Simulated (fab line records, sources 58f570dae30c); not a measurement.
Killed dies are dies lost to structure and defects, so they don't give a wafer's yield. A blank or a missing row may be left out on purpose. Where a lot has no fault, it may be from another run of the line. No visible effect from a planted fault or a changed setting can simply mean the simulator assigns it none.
Check of tool commonality + flow berkeleyCmos170 + Sampled: 14 lots, 42 wafers

WHY THIS WAS OPENED
Of 14 lots, 2 have the reading NSD_RS flagged at UCB170_SDANNEAL_RS_MEAS_03. Fault-free wafers read 37.31 ohm/sq, with a standard deviation of 0.088.
Rule: a lot is flagged when every wafer of it that has a number lies more than 4 standard deviations from that mean, or none has a number. The other lots count as sound.

| lot  | measured     | on           | NSD_RS (ohm/sq), wafer by wafer | flag    |
|------|--------------|--------------|---------------------------------|---------|
| L695 | day 6 12:35  | filmMetro-02 | 37.36 37.32 37.33               |         |
| L694 | day 6 12:37  | filmMetro-03 | 37.44 37.30 37.39               |         |
| L696 | day 6 18:52  | filmMetro-04 | 37.25 37.30 37.31               |         |
| L704 | day 8 13:18  | filmMetro-03 | 32.65 32.72 32.77               | FLAGGED |
| L705 | day 9 03:43  | filmMetro-04 | 32.59 32.53 32.70               | FLAGGED |
| L707 | day 9 14:17  | filmMetro-03 | 37.10 37.14 37.13               |         |
| L708 | day 9 23:32  | filmMetro-02 | 37.22 37.25 37.19               |         |
| L709 | day 9 23:35  | filmMetro-04 | 37.18 37.24 37.22               |         |
| L712 | day 10 16:47 | filmMetro-02 | 37.32 37.36 37.47               |         |
| L713 | day 10 16:58 | filmMetro-04 | 37.36 37.34 37.34               |         |
| L714 | day 10 17:06 | filmMetro-03 | 37.23 37.22 37.19               |         |
| L715 | day 11 05:35 | filmMetro-03 | 37.22 37.27 37.29               |         |
| L716 | day 11 05:47 | filmMetro-02 | 37.22 37.30 37.31               |         |
| L717 | day 11 09:37 | filmMetro-03 | 37.24 37.22 37.23               |         |
On average the flagged lots' numbers are 32.66 ohm/sq, which is -4.65 ohm/sq against the usual, or -53 standard deviations.

LOT BY LOT: THE TOOL USED
Before the reading, the record contains 3 process steps out of a 331-step route. Read each cell as the tool, then ch plus the chambers that the sampled wafers visited, then the start.
| lot  | flag    | UCB170_GATE_ETCH_15             | UCB170_NSD_IMPLANT_08           | UCB170_NSD_STRIP_09                 |
|------|---------|---------------------------------|---------------------------------|-------------------------------------|
| L695 |         | rieSi-02 ch 0,1, day 5 20:13    | implanter-01 ch 0, day 6 10:52  | plasmaAsher-02 ch 0,1, day 6 11:01  |
| L694 |         | rieSi-01 ch 0,1,2, day 5 20:05  | implanter-02 ch 0, day 6 11:02  | plasmaAsher-01 ch 0,1, day 6 11:10  |
| L696 |         | rieSi-01 ch 0,1, day 6 06:29    | implanter-02 ch 0, day 6 16:56  | plasmaAsher-02 ch 0,1, day 6 17:04  |
| L704 | FLAGGED | rieSi-02 ch 0,1,2, day 7 22:33  | implanter-01 ch 0, day 8 09:19  | plasmaAsher-03 ch 0,1, day 8 09:28  |
| L705 | FLAGGED | rieSi-02 ch 0,1, day 8 12:43    | implanter-01 ch 0, day 9 02:09  | plasmaAsher-03 ch 0,1, day 9 02:16  |
| L707 |         | rieSi-02 ch 1,2,3, day 9 00:29  | implanter-02 ch 0, day 9 12:47  | plasmaAsher-03 ch 0,1, day 9 12:56  |
| L708 |         | rieSi-01 ch 1,2, day 9 05:43    | implanter-02 ch 0, day 9 20:19  | plasmaAsher-03 ch 0,1, day 9 20:28  |
| L709 |         | rieSi-02 ch 1,2,3, day 9 06:02  | implanter-03 ch 0, day 9 20:22  | plasmaAsher-01 ch 0,1, day 9 20:29  |
| L712 |         | rieSi-01 ch 0,2,3, day 9 22:34  | implanter-02 ch 0, day 10 14:49 | plasmaAsher-01 ch 0,1, day 10 14:57 |
| L713 |         | rieSi-02 ch 1,2,3, day 9 22:19  | implanter-03 ch 0, day 10 14:39 | plasmaAsher-03 ch 0,1, day 10 14:48 |
| L714 |         | rieSi-02 ch 0,3, day 9 22:48    | implanter-03 ch 0, day 10 15:01 | plasmaAsher-03 ch 0,1, day 10 15:10 |
| L715 |         | rieSi-02 ch 0,1,3, day 10 14:33 | implanter-02 ch 0, day 11 04:05 | plasmaAsher-03 ch 0,1, day 11 04:14 |
| L716 |         | rieSi-01 ch 0,2,3, day 10 14:25 | implanter-02 ch 0, day 11 04:15 | plasmaAsher-01 ch 0,1, day 11 04:23 |
| L717 |         | rieSi-01 ch 2,3, day 10 19:37   | implanter-02 ch 0, day 11 07:52 | plasmaAsher-03 ch 0,1, day 11 08:00 |
What the steps here do:
- UCB170_GATE_ETCH_15: etches poly-Si in HBr/Cl2, stops on SiO2, time 56.3 s, target depth 278.2 nm.
- UCB170_NSD_IMPLANT_08
- UCB170_NSD_STRIP_09: strips in O2.
- UCB170_SDANNEAL_RS_MEAS_03: measures by four-point-probe.

FLAGGED OVER TOTAL, TOOL BY TOOL (the gauges that took the reading come last)
| step                       | tool           | lots run | flagged | share of the flagged lots | sound lots run after its first flagged lot |
|----------------------------|----------------|----------|---------|---------------------------|--------------------------------------------|
| UCB170_GATE_ETCH_15        | rieSi-01       | 6        | 0       | none                      | -                                          |
| UCB170_GATE_ETCH_15        | rieSi-02       | 8        | 2       | all                       | 5 (L707,L709,L713,L714,L715)               |
| UCB170_NSD_IMPLANT_08      | implanter-01   | 3        | 2       | all                       | 0                                          |
| UCB170_NSD_IMPLANT_08      | implanter-02   | 8        | 0       | none                      | -                                          |
| UCB170_NSD_IMPLANT_08      | implanter-03   | 3        | 0       | none                      | -                                          |
| UCB170_NSD_STRIP_09        | plasmaAsher-01 | 4        | 0       | none                      | -                                          |
| UCB170_NSD_STRIP_09        | plasmaAsher-02 | 2        | 0       | none                      | -                                          |
| UCB170_NSD_STRIP_09        | plasmaAsher-03 | 8        | 2       | all                       | 6 (L707,L708,L713,L714,L715,L717)          |
| UCB170_SDANNEAL_RS_MEAS_03 | filmMetro-02   | 4        | 0       | none                      | -                                          |
| UCB170_SDANNEAL_RS_MEAS_03 | filmMetro-03   | 6        | 1       | some                      | 4 (L707,L714,L715,L717)                    |
| UCB170_SDANNEAL_RS_MEAS_03 | filmMetro-04   | 4        | 1       | some                      | 2 (L709,L713)                              |

WHAT IS ALLOWED BY THE TABLE
3 rows of the table ran every flagged lot: rieSi-02 at UCB170_GATE_ETCH_15, implanter-01 at UCB170_NSD_IMPLANT_08, plasmaAsher-03 at UCB170_NSD_STRIP_09.
- rieSi-02 at UCB170_GATE_ETCH_15 ran 8 lots, 2 of them flagged. Sound lots followed the first flagged one (L707, L709, L713, L714, L715) on it, something a lasting fault affecting the whole tool could not allow.
- implanter-01 at UCB170_NSD_IMPLANT_08 ran 3 lots, 2 of them flagged. Last sound lot L695 at day 6 10:52, first flagged lot L704 at day 8 09:19; a fault beginning in between fits. Its own readings lie more than 4 standard deviations out on every wafer of the flagged lots: doseIonsCm2, faradayCurrentUA.
- plasmaAsher-03 at UCB170_NSD_STRIP_09 ran 8 lots, 2 of them flagged. Sound lots followed the first flagged one (L707, L708, L713, L714, L715, L717) on it, something a lasting fault affecting the whole tool could not allow. Its own readings lie more than 4 standard deviations out on every wafer of the flagged lots: oesProductAu, stripTimeToEndpointS.
What remains is a single tool, implanter-01 at UCB170_NSD_IMPLANT_08.

WHAT THE SIMULATOR HAD PUT IN
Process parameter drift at UCB170_NSD_IMPLANT_08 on implanter-01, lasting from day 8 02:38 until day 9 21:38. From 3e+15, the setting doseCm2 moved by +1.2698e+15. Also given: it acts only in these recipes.
Struck lots among those shown: L704, L705. The same result came from the rule above.
